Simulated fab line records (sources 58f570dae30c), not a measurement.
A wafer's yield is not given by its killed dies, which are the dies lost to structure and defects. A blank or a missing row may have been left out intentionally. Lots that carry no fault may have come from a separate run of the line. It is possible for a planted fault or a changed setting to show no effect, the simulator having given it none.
Matching of chambers :: flow berkeley-cmos170 :: rie-diel-01 running UCB170_V2_ETCH_14: 4 sister chambers
The step etches SiO2 in CHF3/CF4/Ar, stops on Al, target depth 1250 nm, time 291 s. 4 wafers are shown with their chamber, then 7 later ones without.

## WAFERS PAIRED WITH THEIR CHAMBERS
wafer: L896.1
chamber: 1
throttle-valve-pct (%): 6.92

wafer: L896.5
chamber: 3
throttle-valve-pct (%): 6.82

wafer: L898.1
chamber: 0
throttle-valve-pct (%): 7.00

wafer: L898.4
chamber: 2
throttle-valve-pct (%): 7.12

## WAFERS WHOSE CHAMBER IS MISSING
wafer: L898.6
throttle-valve-pct (%): 7.10

wafer: L903.1
throttle-valve-pct (%): 7.09

wafer: L903.2
throttle-valve-pct (%): 6.94

wafer: L903.4
throttle-valve-pct (%): 6.82

wafer: L911.2
throttle-valve-pct (%): 6.92

wafer: L911.5
throttle-valve-pct (%): 7.00

wafer: L911.6
throttle-valve-pct (%): 6.81

## EACH ONE'S CHAMBER
wafer: L898.6
from the rows above: 2
in truth: 2

wafer: L903.1
from the rows above: 2
in truth: 2

wafer: L903.2
from the rows above: 1
in truth: 1

wafer: L903.4
from the rows above: 3
in truth: 3

wafer: L911.2
from the rows above: 1
in truth: 1

wafer: L911.5
from the rows above: 0
in truth: 0

wafer: L911.6
from the rows above: 3
in truth: 3
Correctly placed: 7 of 7. Not placeable from these rows: 0. 0 placed wrongly.
How it was worked out, from the rows above alone: a wafer's distance from a chamber is the root of the sum, over the readings, of the square of ((its reading less the chamber's mean) divided by the reading's scatter). If the next closest chamber is less than 2 further off than the closest, the wafer can't be placed; otherwise it belongs to the closest. Each chamber's mean is taken over the wafers shown for it. The scatter: root of mean squared gap, hidden wafer to nearest shown wafer, with one shown wafer a chamber.
